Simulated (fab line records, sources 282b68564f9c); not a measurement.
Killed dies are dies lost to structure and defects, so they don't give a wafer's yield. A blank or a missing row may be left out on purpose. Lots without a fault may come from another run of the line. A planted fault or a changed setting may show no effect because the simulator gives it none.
Which tool did it? | flow rit_cmos | 14 lots, 42 wafers sampled, at 1 step of a route of 202

WHAT THE GAUGES READ, wafer by wafer
The record holds no reading of a measuring or inspecting step that can be judged against a usual standard deviation.

WHICH TOOL RAN EACH LOT (tool, then ch and the chambers of the sampled wafers, then the start)
lot  | RIT_NRETRO_EXPOSE_03
L383 | iline_stepper-02 ch 0, day 2 09:43
L384 | iline_stepper-01 ch 0, day 2 16:05
L385 | iline_stepper-02 ch 0, day 2 20:26
L387 | iline_stepper-02 ch 0, day 3 05:33
L388 | iline_stepper-01 ch 0, day 3 11:28
L389 | iline_stepper-02 ch 0, day 3 16:47
L391 | iline_stepper-02 ch 0, day 4 04:05
L397 | iline_stepper-02, day 5 12:31
L398 | iline_stepper-01, day 5 14:58
L399 | iline_stepper-02 ch 0, day 5 19:46
L400 | iline_stepper-02 ch 0, day 6 00:44
L401 | iline_stepper-01 ch 0, day 6 03:43
L404 | iline_stepper-02 ch 0, day 6 19:52
L405 | iline_stepper-01 ch 0, day 7 02:11
- RIT_NRETRO_EXPOSE_03: exposes mask M4, target cd 43900 nm.

WHAT THE TOOLS THEMSELVES READ (means of the sampled wafers that have a number; where no wafer has one, the mark that the record gives instead)
RIT_NRETRO_EXPOSE_03.
lot  | tool             | exposure_dose_mJ_cm2 | focus_offset_nm (nm)
L383 | iline_stepper-02 | 249.90               | -0.1
L384 | iline_stepper-01 | 250.25               | -0.0
L385 | iline_stepper-02 | 250.15               | -0.3
L387 | iline_stepper-02 | 249.88               | 0.2
L388 | iline_stepper-01 | 250.11               | -0.5
L389 | iline_stepper-02 | 250.02               | 0.2
L391 | iline_stepper-02 | 250.31               | -0.3
L397 | iline_stepper-02 | -                    | -
L398 | iline_stepper-01 | -                    | -
L399 | iline_stepper-02 | 250.19               | 0.2
L400 | iline_stepper-02 | 250.21               | -0.0
L401 | iline_stepper-01 | 250.16               | 0.3
L404 | iline_stepper-02 | 249.84               | -0.6
L405 | iline_stepper-01 | 250.03               | 0.5

THE ANSWER, worked out from the rows above alone
Rule: what is usual is taken from the lots themselves. Put in order of their means at a reading, lots are off if they are a third of the lots or fewer, leave a main group of 4 or more, and stand apart from it by a gap of 3 or more times the standard deviation of the main group's means; of several such gaps the widest counts. A main group whose means are all the same, to the digits that the tables above print for the reading, isn't used. A lot without any number at a reading at which 4 lots or more have one is off too. The other lots that the step has rows for count as sound. The gauges are gone through in route order, then the tools' own readings, and for those a lot's mean is taken as printed above. The first step at which some lot is off is used, and at that step the reading that is off furthest; a lot without a number counts as furthest.
Off: L397, L398, at RIT_NRETRO_EXPOSE_03 (exposure_dose_mJ_cm2). Without a number there: L397, L398. The main group: mean 250.09, standard deviation 0.15.
A tool fits if, at that step or a process step before it, it ran every lot that is off, and no sound lot after the first of them. None of those tried fits.

WHAT THE SIMULATOR HAD PUT IN
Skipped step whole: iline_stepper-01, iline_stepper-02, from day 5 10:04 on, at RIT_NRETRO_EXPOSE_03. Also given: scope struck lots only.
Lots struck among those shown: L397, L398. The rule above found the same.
